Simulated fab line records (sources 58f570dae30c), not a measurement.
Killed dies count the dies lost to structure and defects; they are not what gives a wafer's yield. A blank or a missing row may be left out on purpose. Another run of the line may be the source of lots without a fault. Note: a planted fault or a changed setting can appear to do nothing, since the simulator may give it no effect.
A lot that was struck, set against a sound lot || flow berkeley-cmos170 || 16 out of 331 route steps
Sound: the wafers L428.1, L428.3, L428.6. Struck: wafer L435.1 (left out: L435.2, L435.3 of the same lot, which were not struck); the cause appears at the end.
Order at every step that has rows: each side's tool, ch and its chambers, its first start. Under that, the readings that differ: sound wafers || struck wafers || difference of the means || sigmas: that difference in standard deviations of wafers without a fault.
alike: a reading whose means differ by less than 2 such deviations, as well as words and numbers matching on both sides. not compared: withheld readings; readings where some wafer has no value; bounds like >300 that might hide an equal value; numbers whose values overlap and for which the record gives no deviation.
The two part at a step that has a row with sigmas, a row that says differs or no value, or rows on one side only. Numbers that have no deviation but don't overlap get no sigmas and don't part them. A reading that every wafer of one side lacks parts them only if that side has two wafers or more.

UCB170_M1_SPUTTER_00: material Al, target thk 600 nm, time 80 s.
  struck on pvd-sputter-02, day 9 16:10; sound on pvd-sputter-02, day 8 14:56
  alike: throttle-valve-pct
UCB170_M1_RS_MEAS_01: uses a four-point probe to measure.
  struck on film-metro-04, day 9 16:13; sound on film-metro-01, day 8 15:00
  alike: M1_AL_RS
UCB170_M1_THK_MEAS_02: measures by xrf.
  struck on film-metro-04, day 9 16:20; sound on film-metro-01, day 8 15:07
  alike: M1_AL_THK
then, 6 steps without rows for these wafers: UCB170_M1_COAT_03; UCB170_M1_COAT_04 (resist thk 900 nm); UCB170_M1_SOFTBAKE_05 (time 60 s); UCB170_M1_EXPOSE_06 (exposes mask METAL1, target cd 700 nm); UCB170_M1_PEB_07; UCB170_M1_DEVELOP_08 (develop time 45 s).
UCB170_M1_CD_MEAS_09 targets a cd of 700 nm.
  struck on cd-sem-01, day 9 18:50; sound on cd-sem-02, day 8 17:10
  alike: cd-nm
UCB170_M1_OVL_MEAS_10:
  struck on overlay-01, day 9 18:58; sound on overlay-02, day 8 17:17
  alike: M1_OVL
UCB170_M1_ETCH_11: etches BARC in N2/H2.
  sound on rie-diel-03 ch 0,1, day 8 17:19; struck on rie-diel-03 ch 3, day 9 18:59
{"reading": "oes-product-au (a.u.)", "sound": "0.996 1.015 1.008", "struck": 1.045, "difference": "+0.039", "sigmas": "+3"}
  alike: drypump-motor-current-A, rf-fwd-power-W, throttle-valve-pct
UCB170_M1_METAL_ETCH_12: etches Al in Cl2/BCl3, stops on PSG, target depth 780 nm, time 130 s.
  sound on rie-metal-01 ch 0,1, day 8 17:22; struck on rie-metal-01 ch 0, day 9 19:02
{"reading": "model.KrF_of_M1_COAT_04.thk-nm (nm)", "sound": "436.6 430.1 430", "struck": 560.2, "difference": "+128.0", "sigmas": ""}
{"reading": "model.M1.feature-depth-nm (nm)", "sound": "631.1 636.3 639.4", "struck": 570.3, "difference": -65.3, "sigmas": ""}
{"reading": "model.etch.depth-nm (nm)", "sound": "594.1 598.1 601.4", "struck": 570.3, "difference": -27.6, "sigmas": ""}
  alike: drypump-motor-current-A, he-backside-leak-sccm, oes-product-au, rf-fwd-power-W, throttle-valve-pct
  not compared: rf-hours-counter-h
UCB170_M1_STRIP_13: strips in O2.
  sound on plasma-asher-03 ch 1, day 8 17:30; struck on plasma-asher-01 ch 1, day 9 19:10
  alike: drypump-motor-current-A, o2-flow-sccm, oes-product-au
  not compared: rf-hours-counter-h
UCB170_M1_CD_MEAS_90 targets a cd of 700 nm.
  struck on cd-sem-02, day 9 19:16; sound on cd-sem-02, day 8 17:36
{"reading": "cd-nm (nm)", "sound": "700.1 702.1 701.5", "struck": 710.0, "difference": "+8.8", "sigmas": "+4"}
then, 1 step without rows for these wafers: UCB170_M1_ANNEAL_14 (time 1200 s).

WHERE THEY PART
At UCB170_M1_ETCH_11 first; at UCB170_M1_CD_MEAS_90 last (within this record only).

WHY: the cause the simulator had injected
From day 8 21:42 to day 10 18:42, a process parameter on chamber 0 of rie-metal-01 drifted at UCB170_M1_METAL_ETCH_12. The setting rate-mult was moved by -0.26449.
